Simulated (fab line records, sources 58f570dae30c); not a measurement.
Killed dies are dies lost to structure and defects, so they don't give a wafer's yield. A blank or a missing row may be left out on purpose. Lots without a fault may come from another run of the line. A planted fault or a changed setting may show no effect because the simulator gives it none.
One fault seen from 2 desks | flow berkeley_cmos170 | each desk has only its own numbers; what lay behind them comes last

THE METROLOGY DESK
What the gauges read, lot by lot, whatever tool the lot ran on: means of the sampled wafers that have a number. A lot is out of limits, marked OUT, if its mean lies more than 4 standard deviations from the usual mean; the brackets give that distance.
Columns: A = cd_nm at UCB170_M3_CD_MEAS_15, usual 700.2 nm
lot  | first seen here | A
L909 | day 8 19:18     | 698.7
L911 | day 9 08:37     | 699.0
L910 | day 9 10:44     | 700.6
L912 | day 9 17:23     | 700.5
L913 | day 9 19:45     | 700.3
L915 | day 10 16:11    | 702.4
L916 | day 10 20:09    | 702.0
L923 | day 11 12:56    | 698.8
L917 | day 11 19:04    | 699.4
L919 | day 11 20:14    | 698.1
L918 | day 11 21:20    | 700.9
L927 | day 12 14:11    | 691.1 (-5.7) OUT
L925 | day 12 14:18    | 693.5 (-4.2) OUT
L932 | day 13 13:08    | 701.0
L930 | day 13 13:29    | 694.3
This desk's finding: out of limits on L925, L927; first on L927, day 12 14:11 (cd_nm at UCB170_M3_CD_MEAS_15). In limits: L909, L911, L910, L912, L913, L915, L916, L923, L917, L919, L918, L932, L930.

THE TOOL OWNER'S DESK: krf_scanner-01
The tool's own readings at UCB170_M3_EXPOSE_12 (exposes mask METAL3, target cd 700 nm): means of the sampled wafers that have a number, for each lot that ran on this tool. A lot is out of limits, marked OUT, if its mean lies more than 4 standard deviations from the usual mean; the brackets give that distance.
Columns: A = exposure_dose_mJ_cm2 at UCB170_M3_EXPOSE_12, usual 26.14
lot  | first seen here | A
L911 | day 9 07:07     | 26.42
L910 | day 9 10:20     | 26.39
L927 | day 12 13:41    | 27.66 (+7.6) OUT
L925 | day 12 13:48    | 27.61 (+7.4) OUT
L930 | day 13 13:05    | 27.17 (+5.1) OUT
This desk's finding: out of limits on L925, L927, L930; first on L927, day 12 13:41 (exposure_dose_mJ_cm2 at UCB170_M3_EXPOSE_12). In limits: L911, L910.

PUT TOGETHER
The tool owner's desk could have raised an alarm at day 12 13:41, on L925, L927, L930.
The metrology desk could have raised an alarm at day 12 14:11, on L925, L927.
The metrology desk has L930 on record, within its limits.
Of the lots named, all ran UCB170_M3_EXPOSE_12 on krf_scanner-01.

WHAT THE SIMULATOR HAD PUT IN
Process parameter drift: krf_scanner-01, from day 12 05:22 on, at UCB170_M3_EXPOSE_12. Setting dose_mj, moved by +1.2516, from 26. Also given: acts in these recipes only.
Lots struck among those shown: L925, L927, L930.
Hours from the fault's start to each desk's first reading out of limits: the tool owner's desk, 8; the metrology desk, 9.
